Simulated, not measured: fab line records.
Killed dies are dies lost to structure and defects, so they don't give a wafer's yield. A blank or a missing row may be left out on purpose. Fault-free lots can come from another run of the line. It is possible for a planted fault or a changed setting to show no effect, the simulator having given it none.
Comparing a struck lot with a sound one / flow rit cmos / 42 steps out of a route of 202
Sound: the wafers L411.1, L411.4, L411.6. Struck: wafers L416.1, L416.2, L416.5. The cause is given at the end.
Per side, at each step with rows, come the tool, then ch with its chambers, and then its first start. Under that, the readings that differ: sound wafers / struck wafers / difference of the means / sigmas: that difference in standard deviations of wafers without a fault.
alike: words and numbers the same on both sides, and readings whose means are apart by under 2 such deviations; not compared: readings that were withheld, readings missing a value for some wafer, numbers with overlapping values and no deviation given by the record, and bounds like >300 which may hide the same value.
A row with sigmas, a row that says differs or no value, or rows on one side alone: a step with any of these is where the two part. Non-overlapping numbers with no deviation appear without sigmas and do not part them. Lack of a reading on every wafer of one side parts them only where that side has two or more wafers.

first, 1 step without rows for these wafers: RIT_PRETRO_IMPLANT_08.
RIT_PRETRO_STRIP_09: strips in O2, time 180 s.
  sound on plasma asher-03 ch 1, day 3 04:09; struck on plasma asher-04 ch 0,1, day 4 03:58
  alike: chamber pressure mTorr, drypump motor current A
  not compared: rf hours counter h
RIT_PRETRO_TW_MEAS_10:
  struck on film metro-01, day 4 04:08; sound on film metro-01, day 3 04:20
  alike: PRETRO_TW
then, 5 steps without rows for these wafers: RIT_GATE_WET_ETCH_00 (etches SiO2 in BOE, target depth 56 nm, time 60 s); RIT_GATE_CLEAN_01 (cleans in SC1, time 600 s); RIT_GATE_CLEAN_02 (cleans in dHF, time 30 s); RIT_GATE_CLEAN_03 (cleans in SC2, time 600 s); RIT_GATE_CLEAN_04 (cleans in dHF, time 60 s).
RIT_FOX2_THK_MEAS_91:
  struck on film metro-01, day 4 04:37; sound on film metro-03, day 3 04:49
  alike: FIELD_OXIDE_LEFT_2_THK
then, 2 steps without rows for these wafers: RIT_GATE_OXIDATION_05 (target thk 3 nm, ox time 270 s); RIT_GATE_ANNEAL_06 (time 600 s).
RIT_GATE_THK_MEAS_07:
  struck on film metro-02, day 4 10:01; sound on film metro-01, day 3 07:10
  alike: GATE_OXIDE_THK
RIT_GATE_CVD_08: deposits poly-Si from SiH4, target thk 250 nm, time 2220 s.
  sound on lpcvd-02 ch 1, day 3 07:13; struck on lpcvd-01 ch 1, day 4 10:04
  alike: spike tc load C, spike tc source C, susceptor temp C
RIT_GATE_THK_MEAS_09:
  struck on film metro-01, day 4 12:02; sound on film metro-01, day 3 08:50
reading=GATE_POLY_THK (nm); sound=252.0 250.1 250.8; struck=224.2 221.6 220.5; difference=-28.9; sigmas=-14
  not compared: hold
then, 5 steps without rows for these wafers: RIT_GATE_COAT_11 (resist thk 850 nm); RIT_GATE_SOFTBAKE_12 (time 60 s); RIT_GATE_EXPOSE_13 (exposes mask M6, target cd 150 nm); RIT_GATE_PEB_14; RIT_GATE_DEVELOP_15 (develop time 50 s).
RIT_GATE_CD_MEAS_16 targets a cd of 150 nm.
  struck on cd sem-02, day 4 15:51; sound on cd sem-01, day 3 09:48
  alike: cd nm
RIT_GATE_OVL_MEAS_17:
  struck on overlay-02, day 4 15:58; sound on overlay-01, day 3 09:55
  alike: GATE_OVL
then, 1 step without rows for these wafers: RIT_GATE_HARDBAKE_18 (time 60 s).
RIT_GATE_ETCH_19: etches poly-Si in SF6/CHF3/O2, stops on SiO2, time 165 s, target depth 312.5 nm.
  sound on rie si-01 ch 1,3, day 3 10:06; struck on rie si-02 ch 2,3, day 4 16:10
reading=drypump motor current A (A); sound=6.1 5.0 5.0; struck=6.4 6.2 6.4; difference=+1.0; sigmas=+2
reading=oes product au (a.u.); sound=0.868 0.855 0.856; struck=0.793 0.779 0.782; difference=-0.075; sigmas=-5
  alike: chamber pressure mTorr, throttle valve pct
  not compared: rf hours counter h
RIT_GATE_STRIP_20: strips in O2, time 180 s.
  sound on plasma asher-01 ch 1, day 3 10:13; struck on plasma asher-02 ch 0,1, day 4 16:16
  alike: chamber pressure mTorr, drypump motor current A
  not compared: rf hours counter h
RIT_GATE_CD_MEAS_90 targets a cd of 150 nm.
  struck on cd sem-01, day 4 16:26; sound on cd sem-01, day 3 10:23
  alike: cd nm
then, 3 steps without rows for these wafers: RIT_REOX_CLEAN_00 (cleans in SC1, time 600 s); RIT_REOX_CLEAN_01 (cleans in dHF, time 30 s); RIT_REOX_CLEAN_02 (cleans in SC2, time 600 s).
RIT_REOX_OXIDATION_03: target thk 25.2 nm, ox time 5580 s.
  sound on furnace-02 ch 0, day 3 10:52; struck on furnace-02 ch 0, day 4 17:12
  alike: ox temp c max, spike tc load C, spike tc source C
  not compared: model.SiO2_of_REOX_OXIDATION_03.thk nm
RIT_REOX_THK_MEAS_04:
  struck on film metro-02, day 4 19:45; sound on film metro-02, day 3 13:25
  alike: REOX_OXIDE_THK
then, 6 steps without rows for these wafers: RIT_NLDD_HMDS_00 (prime time 60 s); RIT_NLDD_COAT_01 (resist thk 1000 nm); RIT_NLDD_SOFTBAKE_02 (time 60 s); RIT_NLDD_EXPOSE_03 (exposes mask M7, target cd 40700 nm); RIT_NLDD_PEB_04; RIT_NLDD_DEVELOP_05 (develop time 50 s).
RIT_NLDD_OVL_MEAS_06:
  struck on overlay-01, day 4 21:28; sound on overlay-01, day 3 14:28
  alike: NLDD_OVL
then, 2 steps without rows for these wafers: RIT_NLDD_HARDBAKE_07 (time 60 s); RIT_NLDD_IMPLANT_08.
RIT_NLDD_STRIP_09: strips in O2, time 180 s.
  sound on plasma asher-03 ch 0,1, day 3 14:48; struck on plasma asher-02 ch 0,1, day 4 21:49
  alike: chamber pressure mTorr, drypump motor current A
  not compared: rf hours counter h
RIT_NLDD_TW_MEAS_10:
  struck on film metro-03, day 4 21:59; sound on film metro-02, day 3 14:58
reading=NLDD_TW; sound=2490 2505 2493; struck=2554 2532 2536; difference=+45; sigmas=+2
RIT_SPACER_CLEAN_00: cleans in SC1, time 600 s.
  sound on wet bench-03 ch 2, day 3 16:28; struck on wet bench-01 ch 0, day 4 23:49
  not compared: model.SiO2_of_REOX_OXIDATION_03.thk nm

== WHERE THEY PART ==
At RIT_GATE_THK_MEAS_09 first; at RIT_NLDD_TW_MEAS_10 last (within this record only).

WHY: the cause the simulator had injected
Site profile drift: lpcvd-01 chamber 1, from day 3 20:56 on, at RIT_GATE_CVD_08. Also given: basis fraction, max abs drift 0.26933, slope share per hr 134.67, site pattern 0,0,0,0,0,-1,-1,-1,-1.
